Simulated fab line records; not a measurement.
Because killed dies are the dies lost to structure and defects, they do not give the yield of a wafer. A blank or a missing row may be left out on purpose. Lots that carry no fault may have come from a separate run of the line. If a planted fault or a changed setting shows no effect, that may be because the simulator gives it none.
Split-lot experiment | flow berkeley cmos170 | 23 wafers read from 5 lots, route of 331 steps

== THE SPLIT ==
At UCB170_M3_COAT_05 (resist thk 900 nm), the setting spin rpm was moved away from the recipe's 1500 rpm on 5 of the 23 wafers read, by +6.2% to +7.1%. All remaining wafers had this setting at the recipe value.

The reading comes from the split's own step.

== THE READING ==
KrF_of_M3_COAT_05.thk nm (the simulator's own value, which no gauge read), in nm, at UCB170_M3_COAT_05 (resist thk 900 nm). No usual value for it is given in the file. Here, 18 wafers ran the recipe; their average is 899.6 nm with a standard deviation of 2.9 nm.

wafer  | tool, chamber at the split | spin rpm as run, rpm | against the recipe | KrF_of_M3_COAT_05.thk nm, nm | against lot-mates on the recipe
L074.1 | litho track-04, 0          | 1500                 | recipe             | 899.2                        | -
L074.2 | litho track-04, 0          | 1593                 | +6.2%              | 872                          | -26.8
L074.3 | litho track-04, 0          | 1593                 | +6.2%              | 873.2                        | -25.5
L074.4 | litho track-04, 0          | 1593                 | +6.2%              | 871.5                        | -27.2
L074.6 | litho track-04, 0          | 1500                 | recipe             | 898.3                        | -
L076.2 | litho track-01, 0          | 1500                 | recipe             | 904.4                        | -
L076.3 | litho track-01, 0          | 1500                 | recipe             | 900.2                        | -
L076.5 | litho track-01, 0          | 1500                 | recipe             | 900.6                        | -
L079.1 | litho track-03, 0          | 1500                 | recipe             | 898.2                        | -
L079.6 | litho track-03, 0          | 1500                 | recipe             | 898.2                        | -
L079.2 | litho track-03, 0          | 1500                 | recipe             | 899.5                        | -
L079.3 | litho track-03, 0          | 1500                 | recipe             | 899.1                        | -
L079.5 | litho track-03, 0          | 1500                 | recipe             | 897.1                        | -
L078.1 | litho track-01, 0          | 1500                 | recipe             | 897.9                        | -
L078.3 | litho track-01, 0          | 1500                 | recipe             | 898                          | -
L078.4 | litho track-01, 0          | 1500                 | recipe             | 895.6                        | -
L078.5 | litho track-01, 0          | 1500                 | recipe             | 894.7                        | -
L078.6 | litho track-01, 0          | 1500                 | recipe             | 898.7                        | -
L080.1 | litho track-03, 0          | 1500                 | recipe             | 906                          | -
L080.3 | litho track-03, 0          | 1606                 | +7.1%              | 875.4                        | -28.9
L080.4 | litho track-03, 0          | 1500                 | recipe             | 904.4                        | -
L080.5 | litho track-03, 0          | 1606                 | +7.1%              | 874.7                        | -29.6
L080.6 | litho track-03, 0          | 1500                 | recipe             | 902.4                        | -

THE FIT
A straight line over all 23 wafers: KrF_of_M3_COAT_05.thk nm changes by -3.97 nm for each +1% of spin rpm; r = -0.96; the points scatter about the line by 3.1 nm.
The same after taking each lot's own level away (the mean of its wafers on the recipe; 23 wafers): -4.21 nm for each +1%; r = -0.99; scatter 1.3 nm.
That fit puts the effect of the largest move of spin rpm on the reading at 30 nm.
From 896.98 to 904.27 nm: that is the span of the lots' own levels, equal to 2.5 times the standard deviation above.
The two slopes agree, so the slope changes little with the lot-to-lot level.
Check: for one of the wafers moved furthest among these (+7.1%), held out of the fit, the line's prediction against its lot-mates is -30 nm. Against them it came out at -28.9 nm.

== OTHER SPLITS ON THESE WAFERS ==
Note: prior to the reading, these wafers also went through further splits. Each is held against what the fit with the lots' levels taken away leaves over:
other split on the same wafers | wafers away from the commonest value | r with KrF_of_M3_COAT_05.thk nm (lot level and that fit taken away)
UCB170_M1_SPUTTER_00 power w   | 9                                    | +0.12
UCB170_M1_EXPOSE_06 dose mj    | 3                                    | +0.04
UCB170_V1_CVD_00 time s        | 8                                    | -0.13
UCB170_M2_EXPOSE_12 dose mj    | 10                                   | -0.09
UCB170_M2_PEB_13 peb temp c    | 8                                    | +0.03

== THE WHOLE CHAIN: every reading that the file lists as answering this split, in the file's order ==
step               | what it does      | reading                                                                   | change (the file's fit)              | r (the file's)
UCB170_M3_COAT_05  | resist thk 900 nm | KrF_of_M3_COAT_05.thk nm (the simulator's own value, which no gauge read) | -4.2 nm for each +1% of the setting  | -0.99
UCB170_M3_STRIP_07 | strips in O2      | strip time to endpoint s                                                  | withheld for each +1% of the setting | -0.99

== THE FILE'S OWN FIT ==
KrF_of_M3_COAT_05.thk nm changes by -4.2 nm for each +1% of spin rpm, r = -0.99.
